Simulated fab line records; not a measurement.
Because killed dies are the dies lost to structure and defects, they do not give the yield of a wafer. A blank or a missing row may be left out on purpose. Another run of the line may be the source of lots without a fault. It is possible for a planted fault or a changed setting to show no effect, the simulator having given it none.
What tool caused it? | flow rit cmos | 14 lots, 42 wafers sampled, at 4 steps of a route of 202

== WHAT EACH GAUGE READ, for each wafer ==
RIT_SDANNEAL_RS_MEAS_07: measurement is done with a four-point probe. Usual: for NLDD_RS the level is 151.6 ohm/sq and the standard deviation is 0.5.
lot  | measured    | on            | NLDD_RS (ohm/sq)  | flag
L960 | day 3 22:33 | film metro-01 | 150.6 150.7 150.6 |
L961 | day 4 03:44 | film metro-03 | 152.2 152.3 152.7 |
L962 | day 4 10:36 | film metro-03 | 152.6 153.0 151.8 |
L963 | day 4 19:41 | film metro-01 | 151.1 151.6 152.0 |
L964 | day 4 22:35 | film metro-02 | 151.7 152.1 151.5 |
L965 | day 5 03:32 | film metro-01 | 151.9 152.0 151.5 |
L966 | day 5 06:46 | film metro-03 | 151.4 151.2 151.5 |
L967 | day 5 11:55 | film metro-03 | 151.8 151.8 152.6 |
L969 | day 5 19:34 | film metro-02 | 152.0 152.2 151.7 |
L973 | day 6 15:28 | film metro-02 | 151.7 151.7 151.6 |
L974 | day 6 19:38 | film metro-01 | 151.5 151.8 151.7 |
L976 | day 7 05:39 | film metro-02 | 151.8 151.8 152.1 |
L978 | day 7 15:33 | film metro-02 | 151.8 151.7 151.6 |
L979 | day 7 20:31 | film metro-03 | 151.3 151.2 151.7 |

RIT_M1_BOW_MEAS_16. Usual: for M1_BOW the level is 17 um and the standard deviation is 6.4.
lot  | measured    | on            | M1_BOW (um) | flag
L960 | day 4 06:07 | film metro-03 | 22 20 15    |
L961 | day 4 10:43 | film metro-02 | 20 22 13    |
L962 | day 4 17:22 | film metro-01 | 14 11 25    |
L963 | day 5 03:46 | film metro-02 | 7 11 9      |
L964 | day 5 05:41 | film metro-03 | 18 24 21    |
L965 | day 5 10:44 | film metro-02 | 18 17 10    |
L966 | day 5 14:22 | film metro-01 | 15 13 17    |
L967 | day 5 19:43 | film metro-02 | 14 15 22    |
L969 | day 6 03:22 | film metro-02 | 7 8 14      |
L973 | day 6 22:31 | film metro-01 | 20 11 8     |
L974 | day 7 02:31 | film metro-03 | 10 12 7     |
L976 | day 7 12:27 | film metro-02 | 23 14 19    |
L978 | day 7 22:27 | film metro-02 | 16 19 18    |
L979 | day 8 03:27 | film metro-03 | 14 3 22     |

== EACH LOT AND THE TOOL THAT RAN IT (in order: tool; ch and the chambers of the sampled wafers; start) ==
lot  | RIT_SILICIDE_RTA_06             | RIT_CONTACT_STRIP_12
L960 | rtp anneal-02 ch 0, day 3 23:07 | plasma asher-01 ch 0,1, day 4 00:52
L961 | rtp anneal-01 ch 0, day 4 04:19 | plasma asher-04 ch 0,1, day 4 05:58
L962 | rtp anneal-02 ch 0, day 4 11:09 | plasma asher-01 ch 0,1, day 4 12:50
L963 | rtp anneal-01 ch 0, day 4 20:14 | plasma asher-04 ch 0,1, day 4 22:04
L964 | rtp anneal-02 ch 0, day 4 23:09 | plasma asher-04 ch 0,1, day 5 01:06
L965 | rtp anneal-01 ch 0, day 5 04:07 | plasma asher-01 ch 0,1, day 5 06:12
L966 | rtp anneal-02 ch 0, day 5 07:20 | plasma asher-04 ch 0,1, day 5 08:59
L967 | rtp anneal-01 ch 0, day 5 12:29 | plasma asher-01 ch 0,1, day 5 14:12
L969 | rtp anneal-01 ch 0, day 5 20:08 | plasma asher-02 ch 0, day 5 21:56
L973 | rtp anneal-02 ch 0, day 6 16:02 | plasma asher-04 ch 0,1, day 6 17:48
L974 | rtp anneal-01 ch 0, day 6 20:13 | plasma asher-04 ch 0, day 6 21:52
L976 | rtp anneal-01 ch 0, day 7 06:13 | plasma asher-02 ch 0,1, day 7 07:55
L978 | rtp anneal-01 ch 0, day 7 16:07 | plasma asher-01 ch 0,1, day 7 17:55
L979 | rtp anneal-02 ch 0, day 7 21:05 | plasma asher-01 ch 0,1, day 7 22:53
- RIT_SILICIDE_RTA_06: time 10 s, ramp up 5 s, ramp down 10 s.
- RIT_CONTACT_STRIP_12: strips in O2, time 180 s.

== WHAT THE TOOLS THEMSELVES READ (means of the sampled wafers that have a number; where no wafer has one, the mark that the record gives instead) ==
RIT_SILICIDE_RTA_06. Usual: 752.9 for wafer_temp_C_max, sd 0.78.
lot  | tool          | wafer_temp_C_max | flag
L960 | rtp anneal-02 | 753.6            |
L961 | rtp anneal-01 | 752.6            |
L962 | rtp anneal-02 | 753.9            |
L963 | rtp anneal-01 | 753.1            |
L964 | rtp anneal-02 | 753.6            |
L965 | rtp anneal-01 | 751.9            |
L966 | rtp anneal-02 | 753.5            |
L967 | rtp anneal-01 | 752.8            |
L969 | rtp anneal-01 | 752.0            |
L973 | rtp anneal-02 | 752.9            |
L974 | rtp anneal-01 | 752.1            |
L976 | rtp anneal-01 | 752.6            |
L978 | rtp anneal-01 | 752.1            |
L979 | rtp anneal-02 | 753.1            |

RIT_CONTACT_STRIP_12. Usual: drypump motor current A 5.4 A, standard deviation 0.49; run length s 208.2 s, standard deviation 0.46.
lot  | tool            | drypump motor current A (A) | run length s (s) | flag
L960 | plasma asher-01 | 5.3                         | 208.3            |
L961 | plasma asher-04 | 5.3                         | 208.2            |
L962 | plasma asher-01 | 5.7                         | 208.0            |
L963 | plasma asher-04 | 5.5                         | 207.9            |
L964 | plasma asher-04 | 5.5                         | 207.8            |
L965 | plasma asher-01 | 5.7                         | 208.0            |
L966 | plasma asher-04 | 5.3                         | 207.9            |
L967 | plasma asher-01 | 5.7                         | 208.0            |
L969 | plasma asher-02 | 5.7                         | 208.5            |
L973 | plasma asher-04 | 5.3                         | 223.7            | OFF
L974 | plasma asher-04 | 5.2                         | 231.5            | OFF
L976 | plasma asher-02 | 5.5                         | 208.1            |
L978 | plasma asher-01 | 5.7                         | 207.9            |
L979 | plasma asher-01 | 5.3                         | 208.5            |

== THE ANSWER, worked out from the rows above alone ==
Rule: a lot is off if the mean of its wafers that have a number lies more than 3 standard deviations from the usual mean. A lot without any number at a reading at which 4 lots or more have one is off too. Any other lot the step has rows for is counted as sound. Order of review: gauges by route order, followed by the tools' own readings, for which a lot's mean as printed above is used. At the first step where some lot is off, the reading lying furthest off is the one used; lots without a number count as furthest.
Off at RIT_CONTACT_STRIP_12 (run length s): L973, L974.
If a tool, at that step or one of the process steps before it, ran each lot that is off and ran no sound lot following the first of them, it fits. One candidate fits, namely plasma asher-04 at RIT_CONTACT_STRIP_12. A fault onset in the window from L966 (day 5 08:59, its last sound lot) to L973 (day 6 17:48, its first lot off) fits.
The tool's own readings at RIT_CONTACT_STRIP_12 bear it out: on the lots that are off they differ by more than 5 times the standard deviation of the sound lots' means. run length s reads 227.6 s there against 208.1 s on the sound lots.

== WHAT HAD BEEN PUT IN BY THE SIMULATOR ==
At RIT_CONTACT_STRIP_12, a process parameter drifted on plasma asher-04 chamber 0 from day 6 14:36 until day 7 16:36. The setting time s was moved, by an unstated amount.
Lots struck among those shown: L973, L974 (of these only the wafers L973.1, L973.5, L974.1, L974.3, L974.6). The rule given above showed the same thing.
